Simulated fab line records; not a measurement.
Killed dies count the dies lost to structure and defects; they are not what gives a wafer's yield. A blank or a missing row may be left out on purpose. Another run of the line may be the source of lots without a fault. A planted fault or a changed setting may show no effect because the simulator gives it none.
Which tool was responsible?	flow berkeley cmos170	24 lots with 72 wafers sampled at 6 steps, on a route of 331 steps

WHAT EACH GAUGE READ, for each wafer
UCB170_NWELL_THK_MEAS_02.
lot	measured	on	NWELL_OXIDE_THK (nm)
L074	day 2 04:19	film metro-04	26.8 26.1 26.3
L075	day 2 08:20	film metro-04	26.7 26.4 26.5
L076	day 2 08:20	film metro-01	27.3 27.1 26.7
L077	day 2 15:26	film metro-04	26.5 26.1 25.9
L078	day 2 22:47	film metro-02	26.9 26.7 26.6
L079	day 3 01:39	film metro-02	26.2 25.9 26.2
L080	day 3 08:08	film metro-04	27.5 26.9 27.1
L081	day 3 08:08	film metro-02	27.1 27.2 27.2
L082	day 3 15:41	film metro-02	27.4 26.9 27.4
L083	day 3 18:17	film metro-04	27.3 26.7 27.4
L084	day 4 01:58	film metro-02	26.6 26.7 26.8
L085	day 4 08:09	film metro-01	26.1 25.8 25.8
L086	day 4 08:10	film metro-02	25.8 25.8 26.3
L087	day 4 12:43	film metro-01	26.2 26.3 25.6
L088	day 4 22:58	film metro-04	26.3 26.4 26.5
L089	day 5 01:04	film metro-04	26.9 26.8 26.4
L090	day 5 05:11	film metro-04	26.6 26.2 26.4
L091	day 5 13:17	film metro-01	26.3 26.8 26.9
L093	day 5 20:11	film metro-02	26.8 27.1 26.9
L092	day 5 20:13	film metro-04	26.5 26.6 26.0
L094	day 6 00:02	film metro-04	25.9 26.7 26.4
L095	day 6 11:39	film metro-02	26.3 26.5 26.7
L096	day 6 11:39	film metro-04	26.6 26.7 26.7
L097	day 6 16:14	film metro-02	25.8 25.8 25.6

UCB170_NVT_TW_MEAS_09.
lot	measured	on	NVT_TW
L074	day 5 15:01	film metro-04	522.3 518.4 521.2
L075	day 5 14:49	film metro-01	518.4 524.1 521.6
L076	day 5 14:44	film metro-02	520.3 522.9 523.5
L077	day 5 16:35	film metro-02	523.5 524.7 519.5
L078	day 6 03:13	film metro-02	523.5 524.9 521.6
L079	day 6 02:56	film metro-01	526.3 522.6 525.0
L080	day 6 14:35	film metro-04	525.0 520.8 525.3
L081	day 6 14:56	film metro-04	524.1 520.0 521.5
L082	day 7 05:16	film metro-04	521.8 522.7 522.8
L083	day 7 05:20	film metro-04	522.0 517.6 520.4
L084	day 7 08:16	film metro-02	525.0 524.5 527.4
L085	day 7 09:09	film metro-02	523.8 526.0 525.7
L086	day 7 07:04	film metro-01	524.3 525.3 524.9
L087	day 7 08:13	film metro-01	525.1 524.9 518.6
L088	day 8 05:00	film metro-04	520.7 522.2 522.7
L089	day 8 05:26	film metro-02	522.6 519.5 518.4
L090	day 8 05:17	film metro-01	523.1 521.5 521.4
L091	day 8 15:52	film metro-01	522.8 519.4 521.2
L093	day 9 10:05	film metro-01	523.4 521.2 522.9
L092	day 9 09:41	film metro-04	521.5 520.9 520.1
L094	day 9 16:38	film metro-04	520.2 522.0 521.1
L095	day 10 07:05	film metro-02	523.0 522.2 521.7
L096	day 9 16:44	film metro-02	518.6 520.5 519.4
L097	day 10 06:37	film metro-02	521.6 521.5 520.0

UCB170_SDANNEAL_RS_MEAS_04: a four-point-probe measurement.
lot	measured	on	PLDD_RS (ohm/sq)
L074	day 6 20:05	film metro-03	1031.0 1032.8 1032.5
L075	day 6 21:08	film metro-02	1030.8 1033.0 1033.0
L076	day 6 20:30	film metro-02	1028.8 1028.9 1031.0
L077	day 6 20:51	film metro-03	1031.2 1032.2 1034.1
L078	day 7 05:14	film metro-02	1030.2 1030.0 1030.7
L079	day 7 04:59	film metro-01	1032.1 1033.1 1033.8
L080	day 7 19:09	film metro-03	1028.5 1030.5 1029.9
L081	day 7 18:37	film metro-01	1032.2 1034.7 1034.9
L082	day 8 11:52	film metro-01	1034.1 1032.2 1029.5
L083	day 8 10:54	film metro-02	1030.4 1028.9 1031.5
L084	day 8 11:54	film metro-03	1031.8 1032.4 1028.8
L085	day 8 11:25	film metro-03	1031.6 1027.2 1029.1
L086	day 8 11:13	film metro-01	1033.6 1031.9 1029.9
L087	day 8 11:26	film metro-02	1032.5 1029.5 1034.0
L088	day 9 09:29	film metro-01	1032.9 1030.2 1030.1
L089	day 9 10:01	film metro-03	1026.1 1028.2 1028.6
L090	day 9 09:33	film metro-03	1034.3 1035.1 1032.6
L091	day 9 20:41	film metro-01	1030.3 1030.7 1030.3
L093	day 10 15:04	film metro-01	1032.2 1032.8 1033.3
L092	day 10 15:06	film metro-03	1030.5 1032.8 1033.3
L094	day 11 06:59	film metro-03	1036.4 1033.9 1034.4
L095	day 11 14:43	film metro-01	1034.2 1032.0 1036.8
L096	day 11 06:59	film metro-02	1031.7 1028.0 1031.2
L097	day 11 14:43	film metro-02	1029.4 1031.4 1031.3

UCB170_M3_CD_MEAS_15: the cd target is 700 nm.
lot	measured	on	cd nm (nm)
L074	day 7 17:36	cd sem-02	699.9 699.9 699.8
L075	day 7 18:58	cd sem-02	701.1 701.9 702.1
L076	day 7 18:39	cd sem-02	698.9 698.9 698.9
L077	day 7 19:26	cd sem-02	700.5 699.4 698.3
L078	day 8 06:53	cd sem-02	698.6 698.4 698.6
L079	day 8 06:44	cd sem-02	701.5 699.6 699.8
L080	day 9 00:58	cd sem-01	699.2 698.7 698.9
L081	day 8 17:04	cd sem-02	701.0 700.1 700.8
L082	day 9 12:26	cd sem-02	702.7 701.7 703.4
L083	day 9 12:25	cd sem-01	698.4 700.1 698.9
L084	day 9 12:38	cd sem-01	701.5 700.8 702.4
L085	day 9 11:43	cd sem-01	701.6 698.6 700.3
L086	day 9 11:02	cd sem-02	699.4 702.0 699.8
L087	day 9 12:46	cd sem-02	701.4 700.4 699.7
L088	day 10 07:17	cd sem-01	701.7 701.7 702.2
L089	day 10 08:13	cd sem-02	700.6 700.5 698.8
L090	day 10 07:57	cd sem-01	701.8 699.7 700.6
L091	day 10 18:50	cd sem-01	703.7 703.0 702.2
L093	day 11 19:03	cd sem-02	701.1 702.1 700.9
L092	day 11 18:51	cd sem-01	702.6 700.4 700.1
L094	day 12 07:57	cd sem-02	699.8 699.0 699.3
L095	day 12 19:01	cd sem-02	697.9 699.9 698.9
L096	day 12 07:48	cd sem-01	700.4 699.4 700.3
L097	day 12 12:31	cd sem-01	699.6 699.1 698.8

EACH LOT AND THE TOOL THAT RAN IT (in order: tool; ch and the chambers of the sampled wafers; start)
lot	UCB170_V1_STRIP_15	UCB170_M2_ETCH_17
L074	plasma asher-01 ch 0,1, day 7 08:20	rie diel-01 ch 0,2, day 7 11:47
L075	plasma asher-01 ch 0,1, day 7 10:25	rie diel-02 ch 0,3, day 7 13:20
L076	plasma asher-01 ch 0,1, day 7 09:46	rie diel-01 ch 0,2,3, day 7 12:53
L077	plasma asher-01 ch 0,1, day 7 10:47	rie diel-01 ch 0,2, day 7 13:28
L078	plasma asher-03 ch 0,1, day 7 21:06	rie diel-02 ch 0,1,2, day 8 00:53
L079	plasma asher-01 ch 0,1, day 7 20:52	rie diel-04 ch 0,1,2, day 8 00:38
L080	plasma asher-01 ch 0,1, day 8 16:53	rie diel-04 ch 0,1,3, day 8 19:14
L081	plasma asher-02 ch 0,1, day 8 08:50	rie diel-04 ch 1,2, day 8 11:32
L082	plasma asher-03 ch 0,1, day 9 03:22	rie diel-04 ch 1,2,3, day 9 06:06
L083	plasma asher-01 ch 0,1, day 9 03:02	rie diel-01 ch 0,2,3, day 9 05:47
L084	plasma asher-02 ch 0,1, day 9 03:37	rie diel-02 ch 0,2,3, day 9 06:14
L085	plasma asher-02 ch 0,1, day 9 02:46	rie diel-02 ch 0,1,2, day 9 05:31
L086	plasma asher-03 ch 0, day 9 02:28	rie diel-04 ch 0,1,2, day 9 04:47
L087	plasma asher-03 ch 0,1, day 9 03:52	rie diel-04 ch 2,3, day 9 06:38
L088	plasma asher-02 ch 1, day 9 23:55	rie diel-04 ch 0,2, day 10 02:11
L089	plasma asher-01 ch 0, day 10 00:29	rie diel-01 ch 1,2, day 10 02:56
L090	plasma asher-03 ch 0,1, day 10 00:11	rie diel-02 ch 1,3, day 10 02:40
L091	plasma asher-02 ch 0,1, day 10 10:10	rie diel-04 ch 0,1,2, day 10 12:56
L093	plasma asher-01 ch 0,1, day 11 07:50	rie diel-01 ch 0,1,3, day 11 11:06
L092	plasma asher-03 ch 0,1, day 11 07:35	rie diel-02 ch 0,2,3, day 11 10:50
L094	plasma asher-03 ch 1, day 12 00:04	rie diel-01 ch 0,3, day 12 02:49
L095	plasma asher-02 ch 0,1, day 12 10:29	rie diel-02 ch 1,2,3, day 12 14:01
L096	plasma asher-02 ch 0,1, day 11 23:53	rie diel-02 ch 0,3, day 12 02:42
L097	plasma asher-03 ch 0,1, day 12 04:05	rie diel-02 ch 0,2, day 12 06:33
- UCB170_V1_STRIP_15: strips in O2.
- UCB170_M2_ETCH_17: etches BARC in N2/H2.

WHAT THE TOOLS THEMSELVES READ (means of the sampled wafers that have a number; where no wafer has one, the mark that the record gives instead)
UCB170_V1_STRIP_15.
lot	tool	drypump motor current A (A)	oes product au (a.u.)	strip time to endpoint s (s)
L074	plasma asher-01	5.52	0.721	15.34
L075	plasma asher-01	5.56	0.720	15.12
L076	plasma asher-01	5.52	0.723	15.42
L077	plasma asher-01	5.53	0.723	15.55
L078	plasma asher-03	5.92	0.721	15.49
L079	plasma asher-01	5.55	0.722	15.46
L080	plasma asher-01	5.54	0.723	15.52
L081	plasma asher-02	6.03	0.721	15.63
L082	plasma asher-03	5.91	0.720	15.56
L083	plasma asher-01	5.54	0.727	15.28
L084	plasma asher-02	6.03	0.715	15.43
L085	plasma asher-02	6.01	0.724	15.40
L086	plasma asher-03	6.02	0.717	15.48
L087	plasma asher-03	5.83	0.722	15.31
L088	plasma asher-02	6.07	0.720	15.42
L089	plasma asher-01	5.49	0.720	15.46
L090	plasma asher-03	5.80	0.723	15.38
L091	plasma asher-02	5.97	0.721	15.45
L093	plasma asher-01	5.56	0.722	15.53
L092	plasma asher-03	5.91	0.722	15.52
L094	plasma asher-03	5.72	0.720	15.32
L095	plasma asher-02	6.02	0.721	15.50
L096	plasma asher-02	6.01	0.722	15.26
L097	plasma asher-03	5.82	0.725	15.47

UCB170_M2_ETCH_17.
lot	tool	bias w (W)	drypump motor current A (A)	oes product au (a.u.)	throttle valve pct (%)
L074	rie diel-01	99.8	6.0	0.984	13.49
L075	rie diel-02	99.9	5.9	1.042	13.52
L076	rie diel-01	99.9	5.7	0.986	13.51
L077	rie diel-01	99.8	6.0	0.986	13.48
L078	rie diel-02	99.9	5.6	1.007	13.43
L079	rie diel-04	100.0	5.8	0.966	13.43
L080	rie diel-04	100.0	5.9	0.983	13.35
L081	rie diel-04	99.9	5.7	0.955	13.37
L082	rie diel-04	99.7	5.8	0.964	13.30
L083	rie diel-01	100.2	5.7	0.993	13.52
L084	rie diel-02	99.9	5.7	1.033	13.53
L085	rie diel-02	100.2	5.6	0.999	13.43
L086	rie diel-04	100.2	5.8	0.967	13.44
L087	rie diel-04	100.1	5.6	0.976	13.24
L088	rie diel-04	99.7	5.5	0.973	13.45
L089	rie diel-01	99.9	6.1	0.993	13.37
L090	rie diel-02	100.2	5.4	1.005	13.32
L091	rie diel-04	100.0	5.8	0.972	13.45
L093	rie diel-01	100.0	5.5	0.990	13.46
L092	rie diel-02	100.1	5.7	1.023	13.53
L094	rie diel-01	100.1	5.2	0.996	13.53
L095	rie diel-02	100.0	5.5	1.005	13.44
L096	rie diel-02	100.1	6.0	1.026	13.50
L097	rie diel-02	100.0	5.6	1.008	13.54

THE ANSWER, worked out from the rows above alone
Rule: usual is defined by the lots themselves. Put in order of their means at a reading, lots are off if they are a third of the lots or fewer, leave a main group of 4 or more, and stand apart from it by a gap of 3 or more times the standard deviation of the main group's means; of several such gaps the widest counts. If all means in a main group match to the digits the tables above print for the reading, that group is not used. Also off: a lot with no number at a reading for which 4 or more lots have one. Any other lot the step has rows for is counted as sound. The gauges are gone through in route order, then the tools' own readings, and for those a lot's mean is taken as printed above. The first step at which some lot is off is used, and at that step the reading that is off furthest; a lot without a number counts as furthest.
Nothing can be told from this: no lot is off at any reading shown.

WHAT WAS PUT IN BY THE SIMULATOR
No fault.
